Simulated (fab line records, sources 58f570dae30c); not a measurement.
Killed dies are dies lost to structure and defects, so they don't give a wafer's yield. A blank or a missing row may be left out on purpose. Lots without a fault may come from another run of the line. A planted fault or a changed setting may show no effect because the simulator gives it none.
Which tool did it? | flow berkeley_cmos170 | 14 lots, 42 wafers sampled, at 4 steps of a route of 331

WHAT THE GAUGES READ, wafer by wafer
UCB170_PFIELD_TW_MEAS_09. Usual: PFIELD_TW 602, standard deviation 3.6.
lot  | measured    | on            | PFIELD_TW   | flag
L978 | day 4 22:28 | film_metro-04 | 604 603 607 |
L979 | day 4 22:00 | film_metro-04 | 605 603 606 |
L981 | day 5 11:58 | film_metro-04 | 603 598 604 |
L982 | day 5 11:42 | film_metro-01 | 597 597 599 |
L988 | day 7 05:52 | film_metro-01 | 602 600 601 |
L989 | day 7 05:41 | film_metro-04 | 605 606 604 |
L990 | day 7 05:10 | film_metro-03 | 609 607 607 |
L991 | day 7 16:46 | film_metro-01 | 601 601 604 |
L995 | day 8 23:32 | film_metro-04 | 605 602 604 |
L996 | day 8 23:51 | film_metro-03 | 607 604 606 |
L997 | day 9 10:29 | film_metro-01 | 598 599 595 |
L999 | day 9 10:01 | film_metro-03 | 602 600 605 |
L100 | day 9 09:57 | film_metro-01 | 595 594 598 |
L101 | day 9 10:13 | film_metro-01 | 597 596 601 |

UCB170_NVT_TW_MEAS_09. Usual: NVT_TW 520.5, standard deviation 2.4.
lot  | measured     | on            | NVT_TW            | flag
L978 | day 6 08:36  | film_metro-04 | 522.0 520.5 519.4 |
L979 | day 6 08:52  | film_metro-04 | 518.8 520.6 518.3 |
L981 | day 6 22:37  | film_metro-01 | 515.4 517.8 517.4 |
L982 | day 7 04:48  | film_metro-03 | 523.6 521.7 524.5 |
L988 | day 8 20:22  | film_metro-04 | 518.1 520.7 519.1 |
L989 | day 8 21:14  | film_metro-01 | 518.4 517.5 516.3 |
L990 | day 8 21:23  | film_metro-04 | 518.3 518.7 520.0 |
L991 | day 9 01:35  | film_metro-03 | 521.4 520.1 519.6 |
L995 | day 10 08:46 | film_metro-03 | 519.9 520.7 522.9 |
L996 | day 10 09:00 | film_metro-03 | 519.8 521.8 520.7 |
L997 | day 11 08:37 | film_metro-01 | 516.6 516.8 518.6 |
L999 | day 11 02:43 | film_metro-03 | 522.9 521.8 520.4 |
L100 | day 11 02:08 | film_metro-03 | 520.8 522.2 521.4 |
L101 | day 11 03:09 | film_metro-03 | 525.1 521.9 519.1 |

WHICH TOOL RAN EACH LOT (tool, then ch and the chambers of the sampled wafers, then the start)
lot  | UCB170_ZERO_HMDS_00              | UCB170_PWELL_STRIP_16
L978 | litho_track-01 ch 0, day 1 21:17 | plasma_asher-04 ch 0,1, day 3 11:34
L979 | litho_track-02 ch 0, day 2 02:43 | plasma_asher-03 ch 0,1, day 3 11:50
L981 | litho_track-02 ch 0, day 2 14:38 | plasma_asher-03 ch 0,1, day 4 01:10
L982 | litho_track-03 ch 0, day 2 14:49 | plasma_asher-01 ch 0,1, day 4 01:30
L988 | litho_track-03 ch 0, day 4 00:36 | plasma_asher-01 ch 0,1, day 5 13:28
L989 | litho_track-03 ch 0, day 4 05:08 | plasma_asher-01 ch 0,1, day 5 17:22
L990 | litho_track-01 ch 0, day 4 07:59 | plasma_asher-04 ch 0,1, day 5 17:36
L991 | litho_track-01 ch 0, day 4 13:27 | plasma_asher-01 ch 0, day 6 04:28
L995 | litho_track-02 ch 0, day 5 11:49 | plasma_asher-04 ch 0,1, day 7 04:57
L996 | litho_track-01 ch 0, day 5 12:05 | plasma_asher-01 ch 0, day 7 05:07
L997 | litho_track-02 ch 0, day 5 23:32 | plasma_asher-03 ch 0,1, day 7 18:08
L999 | litho_track-01 ch 0, day 6 05:37 | plasma_asher-01 ch 1, day 7 18:38
L100 | litho_track-01 ch 0, day 6 10:41 | plasma_asher-04 ch 0,1, day 8 02:02
L101 | litho_track-02 ch 0, day 6 14:11 | plasma_asher-01 ch 0,1, day 8 01:45
- UCB170_ZERO_HMDS_00: prime time 60 s.
- UCB170_PWELL_STRIP_16: strips in O2.

WHAT THE TOOLS THEMSELVES READ (means of the sampled wafers that have a number; where no wafer has one, the mark that the record gives instead)
UCB170_ZERO_HMDS_00. Usual: prime_temp_c 100.00 C, standard deviation 0.13.
lot  | tool           | prime_temp_c (C) | flag
L978 | litho_track-01 | 100.03           |
L979 | litho_track-02 | 100.05           |
L981 | litho_track-02 | 100.07           |
L982 | litho_track-03 | 100.05           |
L988 | litho_track-03 | 95.90            | OFF
L989 | litho_track-03 | 95.90            | OFF
L990 | litho_track-01 | 99.86            |
L991 | litho_track-01 | 99.95            |
L995 | litho_track-02 | 100.05           |
L996 | litho_track-01 | 100.26           |
L997 | litho_track-02 | 100.00           |
L999 | litho_track-01 | 100.10           |
L100 | litho_track-01 | 99.96            |
L101 | litho_track-02 | 99.86            |

UCB170_PWELL_STRIP_16. Usual: drypump_motor_current_A 5.4 A, standard deviation 0.54; oes_product_au 0.721 a.u., standard deviation 0.0048; strip_time_to_endpoint_s 18.07 s, standard deviation 0.089.
lot  | tool            | drypump_motor_current_A (A) | oes_product_au (a.u.) | strip_time_to_endpoint_s (s) | flag
L978 | plasma_asher-04 | 5.1                         | 0.725                 | 18.15                        |
L979 | plasma_asher-03 | 4.8                         | 0.724                 | 18.18                        |
L981 | plasma_asher-03 | 4.8                         | 0.723                 | 18.14                        |
L982 | plasma_asher-01 | 6.1                         | 0.722                 | 18.18                        |
L988 | plasma_asher-01 | 6.1                         | 0.719                 | 18.04                        |
L989 | plasma_asher-01 | 6.1                         | 0.723                 | 18.01                        |
L990 | plasma_asher-04 | 5.1                         | 0.720                 | 18.07                        |
L991 | plasma_asher-01 | 6.2                         | 0.724                 | 18.03                        |
L995 | plasma_asher-04 | 5.1                         | 0.722                 | 18.14                        |
L996 | plasma_asher-01 | 6.2                         | 0.722                 | 17.98                        |
L997 | plasma_asher-03 | 4.8                         | 0.721                 | 18.10                        |
L999 | plasma_asher-01 | 6.0                         | 0.720                 | 18.04                        |
L100 | plasma_asher-04 | 5.1                         | 0.720                 | 17.99                        |
L101 | plasma_asher-01 | 6.1                         | 0.721                 | 18.07                        |

THE ANSWER, worked out from the rows above alone
Rule: a lot is off if the mean of its wafers that have a number lies more than 3 standard deviations from the usual mean. A lot without any number at a reading at which 4 lots or more have one is off too. The other lots that the step has rows for count as sound. The gauges are gone through in route order, then the tools' own readings, and for those a lot's mean is taken as printed above. The first step at which some lot is off is used, and at that step the reading that is off furthest; a lot without a number counts as furthest.
Off: L988, L989, at UCB170_ZERO_HMDS_00 (prime_temp_c).
A tool fits if, at that step or a process step before it, it ran every lot that is off, and no sound lot after the first of them. One fits: litho_track-03 at UCB170_ZERO_HMDS_00. Its last sound lot is L982 (day 2 14:49), its first lot that is off L988 (day 4 00:36): a fault that began between those two fits.
The tool's own readings at UCB170_ZERO_HMDS_00 bear it out: on the lots that are off they differ by more than 5 times the standard deviation of the sound lots' means. prime_temp_c reads 95.90 C there against 100.02 C on the sound lots.

WHAT THE SIMULATOR HAD PUT IN
Process parameter drift: litho_track-03, from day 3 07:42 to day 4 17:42, at UCB170_ZERO_HMDS_00. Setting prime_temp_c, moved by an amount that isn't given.
Lots struck among those shown: L989, L988. The rule above found the same.
